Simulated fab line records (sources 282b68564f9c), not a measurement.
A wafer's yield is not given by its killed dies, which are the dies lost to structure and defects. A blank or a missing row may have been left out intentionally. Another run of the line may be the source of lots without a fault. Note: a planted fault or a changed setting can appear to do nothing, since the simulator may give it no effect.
Which of the tools did it?    flow rit_cmos    14 lots with 42 wafers sampled at 6 steps, on a route of 202 steps

WHAT THE GAUGES SHOWED, per wafer
RIT_ACTIVE_BOW_MEAS_00. Usual: INCOMING_BOW typically reads 0 um, with standard deviation 6.5.
lot   measured     on             INCOMING_BOW (um)  flag
L388  day 1 10:00  film_metro-03  -5 -5 -13          
L389  day 1 15:00  film_metro-03  0 3 -2             
L390  day 1 20:01  film_metro-04  -1 2 0             
L391  day 2 01:00  film_metro-03  -5 0 -16           
L392  day 2 06:01  film_metro-03  -2 -7 -1           
L393  day 2 11:01  film_metro-04  10 -4 -3           
L397  day 3 07:00  film_metro-04  5 -8 -3            
L401  day 4 03:01  film_metro-02  5 -4 10            
L404  day 4 18:01  film_metro-02  -4 -3 15           
L405  day 4 23:01  film_metro-03  1 -5 0             
L408  day 5 14:00  film_metro-03  -2 1 8             
L409  day 5 19:00  film_metro-02  -6 5 -5            
L410  day 6 00:04  film_metro-02  5 1 -5             
L411  day 6 05:01  film_metro-02  -2 5 -9            

RIT_ACTIVE_THK_MEAS_04. Usual: ACTIVE_NITRIDE_THK typically reads 149.8 nm, with standard deviation 1.4.
lot   measured     on             ACTIVE_NITRIDE_THK (nm)              flag
L388  day 1 13:59  film_metro-04  150.3 149.0 149.7                    
L389  day 1 21:05  film_metro-03  148.7 148.1 148.7                    
L390  day 2 00:44  film_metro-04  150.8 150.4 150.1                    
L391  day 2 05:37  film_metro-04  151.6 153.4 153.1                    
L392  day 2 09:32  film_metro-02  149.4 150.7 151.9                    
L393  day 2 15:41  film_metro-02  129.7 129.8 130.2 129.6 129.6 130.2  OFF
L397  day 3 10:38  film_metro-02  128.1 127.6 127.4 128.2 127.5 127.3  OFF
L401  day 4 09:32  film_metro-02  150.7 149.9 150.7                    
L404  day 4 22:39  film_metro-02  150.8 151.5 150.7                    
L405  day 5 03:14  film_metro-04  149.3 148.3 148.4                    
L408  day 5 21:07  film_metro-02  149.8 150.2 150.2                    
L409  day 6 00:13  film_metro-03  150.8 149.8 149.5                    
L410  day 6 04:08  film_metro-03  149.8 150.3 151.0                    
L411  day 6 08:44  film_metro-03  147.9 149.3 149.1                    

RIT_PRETRO_OVL_MEAS_06. Usual: PRETRO_OVL typically reads 1.0 nm, with standard deviation 1.5.
lot   measured     on          PRETRO_OVL (nm)  flag
L388  day 2 12:12  overlay-01  1.2 1.8 1.9      
L389  day 2 16:08  overlay-01  2.1 2.6 5.0      
L390  day 2 18:16  overlay-02  1.3 3.9 2.0      
L391  day 3 00:33  overlay-02  2.0 0.2 2.2      
L392  day 3 05:01  overlay-02  -0.2 1.1 0.7     
L393  day 3 16:06  overlay-02  0.3 0.8 1.6      
L397  day 4 07:57  overlay-01  0.6 0.8 0.5      
L401  day 5 03:32  overlay-01  -0.9 -1.3 -0.7   
L404  day 5 17:26  overlay-01  -0.4 -3.0 -1.3   
L405  day 6 01:03  overlay-01  1.8 1.0 1.5      
L408  day 6 16:34  overlay-02  0.9 1.1 -1.2     
L409  day 6 20:56  overlay-02  5.2 3.1 3.9      
L410  day 6 22:55  overlay-02  1.0 2.3 2.4      
L411  day 7 04:08  overlay-02  1.6 -1.0 0.7     

RIT_GATE_OVL_MEAS_17. Usual: GATE_OVL typically reads -0.3 nm, with standard deviation 2.
lot   measured     on          GATE_OVL (nm)   flag
L388  day 2 18:40  overlay-01  -1.0 -0.4 -1.3  
L389  day 2 21:26  overlay-01  0.9 -1.3 -0.9   
L390  day 2 23:49  overlay-02  3.2 0.6 -0.2    
L391  day 3 09:27  overlay-02  1.2 -0.5 -1.7   
L392  day 3 10:26  overlay-01  0.0 0.5 -0.1    
L393  day 4 01:15  overlay-01  1.1 -0.8 0.5    
L397  day 4 14:19  overlay-01  -2.2 -0.4 -1.1  
L401  day 5 12:23  overlay-02  -2.5 -1.4 -2.3  
L404  day 6 01:41  overlay-02  1.9 4.3 3.2     
L405  day 6 08:02  overlay-01  -3.5 -2.7 -3.2  
L408  day 7 00:28  overlay-01  -4.4 -3.7 -3.6  
L409  day 7 03:00  overlay-02  -2.4 -3.3 0.4   
L410  day 7 04:50  overlay-01  -0.9 -2.7 -1.6  
L411  day 7 13:38  overlay-01  -2.2 -1.2 -1.8  

WHICH TOOL RAN EACH LOT (tool, then ch and the chambers of the sampled wafers, then the start)
lot   RIT_ACTIVE_CVD_03           RIT_ACTIVE_ETCH_13
L388  lpcvd-02 ch 0, day 1 12:34  rie_diel-01 ch 2,3, day 1 15:17
L389  lpcvd-01 ch 1, day 1 19:40  rie_diel-02 ch 1,3, day 1 22:16
L390  lpcvd-01 ch 1, day 1 23:19  rie_diel-01 ch 0,2, day 2 01:55
L391  lpcvd-01 ch 1, day 2 04:11  rie_diel-02 ch 2,3, day 2 07:07
L392  lpcvd-01 ch 0, day 2 08:07  rie_diel-01 ch 0,1,2, day 2 10:57
L393  lpcvd-01 ch 0, day 2 14:16  rie_diel-01 ch 1,2,3, day 2 22:32
L397  lpcvd-01 ch 0, day 3 09:13  rie_diel-02 ch 0,1, day 3 14:55
L401  lpcvd-02 ch 1, day 4 08:06  rie_diel-02 ch 0,3, day 4 10:49
L404  lpcvd-02 ch 1, day 4 21:14  rie_diel-01 ch 1,3, day 4 23:57
L405  lpcvd-02 ch 1, day 5 01:48  rie_diel-02 ch 2,3, day 5 04:38
L408  lpcvd-01 ch 0, day 5 19:42  rie_diel-02 ch 0,3, day 5 22:18
L409  lpcvd-02 ch 0, day 5 22:48  rie_diel-02 ch 2,3, day 6 01:36
L410  lpcvd-01 ch 0, day 6 02:41  rie_diel-01 ch 0,1,2, day 6 05:35
L411  lpcvd-02 ch 1, day 6 07:19  rie_diel-03 ch 1,2,3, day 6 09:54
- RIT_ACTIVE_CVD_03: deposits Si3N4 from SiH2Cl2/NH3, target thk 150 nm, time 1500 s.
- RIT_ACTIVE_ETCH_13: etches Si3N4 in SF6, stops on SiO2, time 210 s, target depth 210 nm.

WHAT THE TOOLS THEMSELVES READ (means of the sampled wafers that have a number; where no wafer has one, the mark that the record gives instead)
RIT_ACTIVE_ETCH_13. Usual: chamber_pressure_mTorr 259.98 mTorr, standard deviation 0.23; drypump_motor_current_A 5.6 A, standard deviation 0.46; oes_product_au 0.817 a.u., standard deviation 0.011; throttle_valve_pct 7.52 %, standard deviation 0.1.
lot   tool         chamber_pressure_mTorr (mTorr)  drypump_motor_current_A (A)  oes_product_au (a.u.)  throttle_valve_pct (%)  flag
L388  rie_diel-01  259.86                          5.4                          0.822                  7.54                    
L389  rie_diel-02  260.17                          5.1                          0.812                  7.50                    
L390  rie_diel-01  259.97                          5.3                          0.811                  7.53                    
L391  rie_diel-02  259.89                          5.9                          0.823                  7.62                    
L392  rie_diel-01  260.00                          5.5                          0.823                  7.54                    
L393  rie_diel-01  260.30                          5.7                          0.769                  7.56                    OFF
L397  rie_diel-02  259.99                          5.0                          0.747                  7.41                    OFF
L401  rie_diel-02  259.89                          5.6                          0.814                  7.57                    
L404  rie_diel-01  260.03                          6.1                          0.827                  7.61                    
L405  rie_diel-02  259.99                          5.9                          0.812                  7.61                    
L408  rie_diel-02  259.92                          5.4                          0.808                  7.49                    
L409  rie_diel-02  259.95                          5.9                          0.812                  7.63                    
L410  rie_diel-01  260.05                          5.5                          0.823                  7.53                    
L411  rie_diel-03  260.02                          5.8                          0.812                  7.34                    

THE ANSWER, worked out from the rows above alone
Rule: a lot counts as off when the mean over its wafers that have a number is more than 3 standard deviations away from the usual mean. Also off: a lot with no number at a reading for which 4 or more lots have one. All remaining lots with rows at the step are treated as sound. First the gauges in route order, then the tools' own readings, where a lot's mean is used as printed above. At the first step where some lot is off, the reading lying furthest off is the one used; lots without a number count as furthest.
Off: L393, L397, at RIT_ACTIVE_THK_MEAS_04 (ACTIVE_NITRIDE_THK).
If a tool, at a process step before that reading, ran all the lots that are off and no sound lot after the first of them, it fits. Not tried: the gauges at RIT_ACTIVE_THK_MEAS_04; whatever is off there is also off at RIT_ACTIVE_ETCH_13, on other tools, and gauge error can't account for it. None of those tried fits.

WHAT THE SIMULATOR PUT IN
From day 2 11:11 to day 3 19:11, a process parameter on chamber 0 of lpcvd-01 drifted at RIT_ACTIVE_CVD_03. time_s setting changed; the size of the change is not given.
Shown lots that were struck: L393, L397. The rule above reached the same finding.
